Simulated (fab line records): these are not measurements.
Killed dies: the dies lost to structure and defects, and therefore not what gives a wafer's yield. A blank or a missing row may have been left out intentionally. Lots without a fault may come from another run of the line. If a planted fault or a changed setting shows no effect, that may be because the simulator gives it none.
A struck lot beside a sound one -- flow rit_cmos -- 16 steps out of a route of 202
Sound: wafers L867.3, L867.4, L867.6. Wafers L886.1, L886.2, L886.5 were the ones struck. The cause is named last.
Per side, at each step with rows, come the tool, then ch with its chambers, and then its first start. Under that, the readings that differ: sound wafers -- struck wafers -- difference of the means -- sigmas: that difference in standard deviations of wafers without a fault.
alike: same words and numbers on both sides, and readings whose means sit less than 2 such deviations apart. not compared: any withheld reading, any reading some wafer has no value for, any bound like >300 that may hide the same value, and any number with overlapping values for which the record gives no deviation.
A row with sigmas, a row that says differs or no value, or rows on one side alone: a step with any of these is where the two part. Numbers that have no deviation but don't overlap get no sigmas and don't part them. A reading that every wafer of one side lacks parts them only if that side has two wafers or more.

RIT_ACTIVE_BOW_MEAS_00:
  sound: film_metro-02 at day 1 15:02; struck: film_metro-02 at day 5 14:00
  alike: INCOMING_BOW
then, 1 step without rows for these wafers: RIT_ACTIVE_OXIDATION_01 (target thk 46.8 nm, ox time 3209 s).
RIT_ACTIVE_THK_MEAS_02:
  sound: film_metro-03 at day 1 17:04; struck: film_metro-02 at day 5 16:03
  alike: ACTIVE_OXIDE_THK
then, 1 step without rows for these wafers: RIT_ACTIVE_CVD_03 (deposits Si3N4 from SiH2Cl2/NH3, target thk 150 nm, time 1500 s).
RIT_ACTIVE_THK_MEAS_04:
  sound: film_metro-03 at day 1 18:35; struck: film_metro-01 at day 5 19:18
reading,sound,struck,difference,sigmas
ACTIVE_NITRIDE_THK (nm),147.8 148.3 147.4,152.8 150.9 151.3,+3.8,+3
then, 1 step without rows for these wafers: RIT_ACTIVE_HMDS_05 (prime time 60 s).
RIT_ACTIVE_COAT_06: resist thk 1000 nm.
  sound on litho_track-02 ch 0, day 1 18:49; struck on litho_track-02 ch 0, day 5 19:31
reading,sound,struck,difference,sigmas
spin_speed_rpm (rpm),3248.8 3248.5 3251.9,2855.9 2853.7 2849.7,-396.6,-99 or more
model.NOVOLAK_of_ACTIVE_COAT_06.thk_nm (nm),999.9 1004 999.7,1070 1069 1065,+67,
then, 4 steps without rows for these wafers: RIT_ACTIVE_SOFTBAKE_07 (time 60 s); RIT_ACTIVE_EXPOSE_08 (exposes mask M1, target cd 1400 nm); RIT_ACTIVE_PEB_09; RIT_ACTIVE_DEVELOP_10 (develop time 50 s).
RIT_ACTIVE_CD_MEAS_11: the cd target is 1400 nm.
  sound: cd_sem-02 at day 1 19:38; struck: cd_sem-01 at day 5 20:13
reading,sound,struck,difference,sigmas
cd_nm (nm),1401.3 1400.4 1400.4,1408.3 1408.0 1406.3,+6.8,+4
then, 1 step without rows for these wafers: RIT_ACTIVE_HARDBAKE_12 (time 60 s).
RIT_ACTIVE_ETCH_13: etches Si3N4 in SF6, stops on SiO2, time 210 s, target depth 210 nm.
  sound on rie_diel-04 ch 0,3, day 1 19:52; struck on rie_diel-01 ch 0,2,3, day 5 20:32
reading,sound,struck,difference,sigmas
drypump_motor_current_A (A),5.5 5.1 5.1,6.0 6.8 5.6,+0.9,+2
model.NOVOLAK_of_ACTIVE_COAT_06.thk_nm (nm),649 646.3 641.6,716.7 720.8 710.5,+70.4,
  alike: oes_product_au, throttle_valve_pct
  not compared: rf_hours_counter_h
RIT_ACTIVE_STRIP_14: strips in O2, time 180 s.
  sound on plasma_asher-01 ch 0,1, day 1 20:03; struck on plasma_asher-02 ch 0,1, day 5 20:40
  alike: drypump_motor_current_A
  not compared: rf_hours_counter_h
following that, these wafers have no rows for 1 step: RIT_M1_PROBE_99.

== WHERE THEY PART ==
First at RIT_ACTIVE_THK_MEAS_04; last, within this record, at RIT_ACTIVE_ETCH_13. Later steps at which nothing parts them and some readings are alike: RIT_ACTIVE_STRIP_14.

WHY: what had been put in by the simulator
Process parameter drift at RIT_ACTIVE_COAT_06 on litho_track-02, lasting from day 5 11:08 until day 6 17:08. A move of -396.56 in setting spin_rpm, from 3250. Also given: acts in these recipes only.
